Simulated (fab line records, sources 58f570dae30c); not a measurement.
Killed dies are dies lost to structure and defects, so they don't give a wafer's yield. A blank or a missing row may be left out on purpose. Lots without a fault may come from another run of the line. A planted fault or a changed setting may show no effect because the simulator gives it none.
Problem report in the 8D (eight disciplines) form, filled by code | flow berkeley_cmos170 | the parts of the form that need people (team, actions taken, sign-off) are left out

1. THE PROBLEM
PSD_TW at UCB170_PSD_TW_MEAS_10 reads a mean of 2464 on 6 wafers of 2 lots; wafers without a fault read 2330 with a standard deviation of 17. That is +7.9 standard deviations from the usual mean.
First seen on wafer L923.2, day 11 15:50, on film_metro-03. The record holds 42 wafers of 14 lots with a number at this step. Rule for "out", or "out of limits": more than 4 standard deviations from the usual mean. The other wafers with a number count as sound.

2. WHAT IT IS AND WHAT IT IS NOT
question                    | is                           | is not
which readings at this step | PSD_TW                       | -
which lots                  | L923, L927                   | L907, L908, L909, L910, L911, L912, L913, L915, L917, L920, L929, L930
which wafers of those lots  | all that have a number       | -
read on which gauges        | film_metro-02, film_metro-03 | film_metro-01
when                        | from day 11 15:50            | up to then (30 sound wafers); but 6 sound wafers of L929, L930 came after

3. SUSPECTS, AND WHAT RULES EACH OUT
Counting: a tool at a process step up to the reading stays a suspect if it ran every lot that is out and no sound lot after the first of them.
- the gauge at UCB170_PSD_TW_MEAS_10: ruled out. The wafers that are out were read on 2 gauges (film_metro-02, film_metro-03).
- pecvd-02 at UCB170_SPACER_CVD_00 (deposits SiO2 from TEOS/O2, target thk 376 nm, time 47 s): kept. It ran every lot that is out, first L923 (day 11 06:48), and no sound lot after that; its last sound lot up to then is L908 (day 8 00:16).
- implanter-02 at UCB170_PSD_IMPLANT_08: kept. It ran every lot that is out, first L923 (day 11 15:35), and no sound lot after that; its last sound lot up to then is L920 (day 10 16:32). Its own readings are out on those wafers: dose_ions_cm2, faraday_current_uA.
Left after counting: pecvd-02 at UCB170_SPACER_CVD_00, implanter-02 at UCB170_PSD_IMPLANT_08.

4. THE CAUSE (what the simulator had put in)
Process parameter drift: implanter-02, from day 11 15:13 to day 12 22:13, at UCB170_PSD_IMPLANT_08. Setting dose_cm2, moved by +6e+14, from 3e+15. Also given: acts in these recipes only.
Counting left 2 suspects, and this tool is among them.

5. THE CHAIN OF EFFECTS, in route order
Each row: a reading whose mean over the struck wafers that have a number lies more than 3 standard deviations from the usual. Only readings for which the record gives a usual standard deviation are gone through. hours: the time from each lot's start at the first step in this table that gives one to its start at this step, as a median over the lots. sigmas: the change in usual standard deviations.
hours | step                       | reading                  | usual        | on struck wafers | change      | sigmas
0     | UCB170_PSD_IMPLANT_08      | dose_ions_cm2            | 3.0002e+15   | 3.5987e+15       | +5.9853e+14 | +99 or more
0     | UCB170_PSD_IMPLANT_08      | faraday_current_uA       | 9226         | 11000            | +1774       | +10
0     | UCB170_PSD_STRIP_09        | oes_product_au           | 0.599 a.u.   | 0.574            | -0.025      | -5.7
0     | UCB170_PSD_STRIP_09        | strip_time_to_endpoint_s | 29.41 s      | 31.57            | +2.16       | +24
0     | UCB170_PSD_TW_MEAS_10      | PSD_TW                   | 2330         | 2464             | +134        | +7.9
5     | UCB170_SDANNEAL_RS_MEAS_02 | PSD_RS                   | 75.63 ohm/sq | 65.61            | -10.02      | -36
The process steps in it:
- UCB170_PSD_IMPLANT_08
- UCB170_PSD_STRIP_09: strips in O2.

6. WHAT WOULD HAVE CAUGHT IT SOONER
In this record the first reading out of limits at a measuring or inspecting step was taken at day 11 15:50, 1 hour after the fault began at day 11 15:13.
The tool's own readings at UCB170_PSD_IMPLANT_08 were out on every struck wafer that the step has a row for (dose_ions_cm2, faraday_current_uA): an alarm limit on them would have fired on the first of those.
Of the lots that are out (2), L927 began UCB170_PSD_IMPLANT_08 on implanter-02 after day 11 15:50. A hold on the tool at that time would have spared it.
